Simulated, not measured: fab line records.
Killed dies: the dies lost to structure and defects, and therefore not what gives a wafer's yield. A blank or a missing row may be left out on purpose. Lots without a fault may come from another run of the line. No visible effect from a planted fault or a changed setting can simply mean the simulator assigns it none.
What tool caused it? | flow rit cmos | 14 lots with 42 wafers sampled at 5 steps, on a route of 202 steps

## WHAT THE GAUGES READ, wafer by wafer
RIT_PRETRO_TW_MEAS_10. Usual: PRETRO_TW typically reads 478.0, with standard deviation 2.6.
lot  | measured    | on            | PRETRO_TW         | flag
L874 | day 2 07:34 | film metro-01 | 476.5 477.3 477.8 |
L875 | day 2 13:37 | film metro-04 | 480.7 482.9 483.0 |
L877 | day 3 01:03 | film metro-04 | 480.4 480.2 480.9 |
L878 | day 3 07:27 | film metro-01 | 474.4 472.6 473.4 |
L879 | day 3 11:13 | film metro-01 | 474.5 475.4 474.9 |
L880 | day 3 14:22 | film metro-01 | 476.2 475.2 475.0 |
L882 | day 4 00:07 | film metro-01 | 479.4 478.9 479.3 |
L883 | day 4 05:05 | film metro-02 | 478.0 474.8 477.6 |
L885 | day 4 15:46 | film metro-02 | 475.9 478.2 475.2 |
L887 | day 5 00:28 | film metro-04 | 475.3 477.2 478.4 |
L891 | day 5 20:10 | film metro-01 | 480.5 479.1 478.9 |
L894 | day 6 11:31 | film metro-01 | 477.1 475.7 476.8 |
L895 | day 6 16:50 | film metro-02 | 476.2 477.2 475.4 |
L897 | day 7 04:44 | film metro-01 | 479.9 478.2 475.2 |

RIT_NSD_TW_MEAS_10. Usual: NSD_TW typically reads 3135, with standard deviation 16.
lot  | measured    | on            | NSD_TW         | flag
L874 | day 3 03:35 | film metro-02 | 3121 3123 3142 |
L875 | day 3 09:35 | film metro-01 | 3124 3129 3122 |
L877 | day 3 19:10 | film metro-02 | 3131 3139 3130 |
L878 | day 3 23:11 | film metro-02 | 3151 3118 3124 |
L879 | day 4 02:42 | film metro-02 | 3147 3150 3137 |
L880 | day 4 06:01 | film metro-01 | 3156 3158 3174 |
L882 | day 4 16:28 | film metro-02 | 3133 3143 3138 |
L883 | day 4 23:03 | film metro-01 | 3152 3148 3135 |
L885 | day 5 07:51 | film metro-01 | 3151 3158 3152 |
L887 | day 5 17:04 | film metro-03 | 3124 3116 3126 |
L891 | day 6 12:31 | film metro-03 | 3113 3089 3097 |
L894 | day 7 03:38 | film metro-01 | 3157 3141 3155 |
L895 | day 7 10:38 | film metro-02 | 3131 3123 3127 |
L897 | day 7 23:36 | film metro-02 | 3122 3125 3106 |

RIT_M1_CD_MEAS_09: target cd 2600 nm. Usual: 2599.6 nm for cd nm, sd 1.7.
lot  | measured    | on        | cd nm (nm)           | flag
L874 | day 3 10:29 | cd sem-02 | 2598.5 2595.6 2596.8 |
L875 | day 3 16:20 | cd sem-01 | 2600.5 2601.3 2598.7 |
L877 | day 4 01:52 | cd sem-02 | 2598.5 2598.4 2599.3 |
L878 | day 4 05:56 | cd sem-01 | 2600.6 2601.0 2599.9 |
L879 | day 4 09:41 | cd sem-02 | 2595.8 2598.6 2596.4 |
L880 | day 4 12:41 | cd sem-02 | 2603.7 2603.1 2603.5 |
L882 | day 4 23:09 | cd sem-01 | 2600.3 2600.0 2599.9 |
L883 | day 5 05:35 | cd sem-02 | 2599.5 2600.2 2599.0 |
L885 | day 5 14:38 | cd sem-02 | 2598.9 2597.5 2597.6 |
L887 | day 5 23:52 | cd sem-02 | 2600.1 2600.1 2598.2 |
L891 | day 6 19:08 | cd sem-02 | 2601.1 2600.3 2598.5 |
L894 | day 7 10:22 | cd sem-02 | 2613.3 2611.7 2612.8 | OFF
L895 | day 7 17:34 | cd sem-02 | 2611.4 2613.4 2613.4 | OFF
L897 | day 8 06:22 | cd sem-01 | 2600.2 2601.9 2601.4 |

## EACH LOT AND THE TOOL THAT RAN IT (in order: tool; ch and the chambers of the sampled wafers; start)
lot  | RIT_SILICIDE_RTA_06             | RIT_M1_COAT_04
L874 | rtp anneal-02 ch 0, day 3 06:35 | litho track-01 ch 0, day 3 09:38
L875 | rtp anneal-02 ch 0, day 3 12:25 | litho track-04 ch 0, day 3 15:23
L877 | rtp anneal-02 ch 0, day 3 22:03 | litho track-02 ch 0, day 4 01:01
L878 | rtp anneal-02 ch 0, day 4 02:02 | litho track-04 ch 0, day 4 05:05
L879 | rtp anneal-02 ch 0, day 4 05:41 | litho track-04 ch 0, day 4 08:50
L880 | rtp anneal-02 ch 0, day 4 08:51 | litho track-04 ch 0, day 4 11:57
L882 | rtp anneal-02 ch 0, day 4 19:20 | litho track-02 ch 0, day 4 22:19
L883 | rtp anneal-01 ch 0, day 5 01:55 | litho track-01 ch 0, day 5 04:53
L885 | rtp anneal-01 ch 0, day 5 10:49 | litho track-01 ch 0, day 5 13:54
L887 | rtp anneal-01 ch 0, day 5 20:03 | litho track-02 ch 0, day 5 23:09
L891 | rtp anneal-01 ch 0, day 6 15:23 | litho track-01 ch 0, day 6 18:19
L894 | rtp anneal-02 ch 0, day 7 06:34 | litho track-01 ch 0, day 7 09:38
L895 | rtp anneal-01 ch 0, day 7 13:39 | litho track-01 ch 0, day 7 16:43
L897 | rtp anneal-01 ch 0, day 8 02:35 | litho track-04 ch 0, day 8 05:38
- RIT_SILICIDE_RTA_06: time 10 s, ramp up 5 s, ramp down 10 s.
- RIT_M1_COAT_04: resist thk 1300 nm.

## WHAT THE TOOLS THEMSELVES READ (means of the sampled wafers that have a number; where no wafer has one, the mark that the record gives instead)
RIT_SILICIDE_RTA_06. Usual: 753.2 for wafer_temp_C_max, sd 1.5.
lot  | tool          | wafer_temp_C_max | flag
L874 | rtp anneal-02 | 752.7            |
L875 | rtp anneal-02 | 752.4            |
L877 | rtp anneal-02 | 752.4            |
L878 | rtp anneal-02 | 752.5            |
L879 | rtp anneal-02 | 752.3            |
L880 | rtp anneal-02 | 752.2            |
L882 | rtp anneal-02 | 751.4            |
L883 | rtp anneal-01 | 756.0            |
L885 | rtp anneal-01 | 755.2            |
L887 | rtp anneal-01 | 755.0            |
L891 | rtp anneal-01 | 755.0            |
L894 | rtp anneal-02 | 751.5            |
L895 | rtp anneal-01 | 754.9            |
L897 | rtp anneal-01 | 754.9            |

RIT_M1_COAT_04. Usual: resist line temp C 22.98 C, standard deviation 0.11; spin speed rpm 1999.9 rpm, standard deviation 1.4.
lot  | tool           | resist line temp C (C) | spin speed rpm (rpm) | flag
L874 | litho track-01 | 22.86                  | 2001.3               |
L875 | litho track-04 | 22.95                  | 1999.9               |
L877 | litho track-02 | 23.02                  | 1999.7               |
L878 | litho track-04 | 22.88                  | 2000.3               |
L879 | litho track-04 | 23.02                  | 1998.6               |
L880 | litho track-04 | 23.06                  | 1999.0               |
L882 | litho track-02 | 22.88                  | 2001.3               |
L883 | litho track-01 | 22.98                  | 1999.9               |
L885 | litho track-01 | 22.93                  | 2000.0               |
L887 | litho track-02 | 22.89                  | 1999.6               |
L891 | litho track-01 | 23.02                  | 2001.2               |
L894 | litho track-01 | 23.10                  | 1614.2               | OFF
L895 | litho track-01 | 22.88                  | 1615.4               | OFF
L897 | litho track-04 | 23.09                  | 2000.3               |

## THE ANSWER, worked out from the rows above alone
Rule: a lot is off if the mean of its wafers that have a number lies more than 3 standard deviations from the usual mean. A lot without any number at a reading at which 4 lots or more have one is off too. All remaining lots with rows at the step are treated as sound. First the gauges in route order, then the tools' own readings, where a lot's mean is used as printed above. At the first step where some lot is off, the reading lying furthest off is the one used; lots without a number count as furthest.
Off, at RIT_M1_CD_MEAS_09 on cd nm: L894, L895.
If a tool, at a process step before that reading, ran all the lots that are off and no sound lot after the first of them, it fits. The gauges at RIT_M1_CD_MEAS_09 aren't tried: what is off there is off at RIT_M1_COAT_04 too, on other tools, and a gauge's error can't cause that. One fits: RIT_M1_COAT_04 on litho track-01. A fault onset in the window from L891 (day 6 18:19, its last sound lot) to L894 (day 7 09:38, its first lot off) fits.
On the lots that are off, the tool's own readings at RIT_M1_COAT_04 differ by more than 5 times the standard deviation of the sound lots' means, which bears it out; spin speed rpm reads 1614.8 rpm there versus 2000.1 rpm on the sound lots.

## WHAT HAD BEEN PUT IN BY THE SIMULATOR
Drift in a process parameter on litho track-01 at RIT_M1_COAT_04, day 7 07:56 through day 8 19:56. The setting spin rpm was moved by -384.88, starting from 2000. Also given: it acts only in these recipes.
Lots struck among those shown: L894, L895. The rule given above showed the same thing.
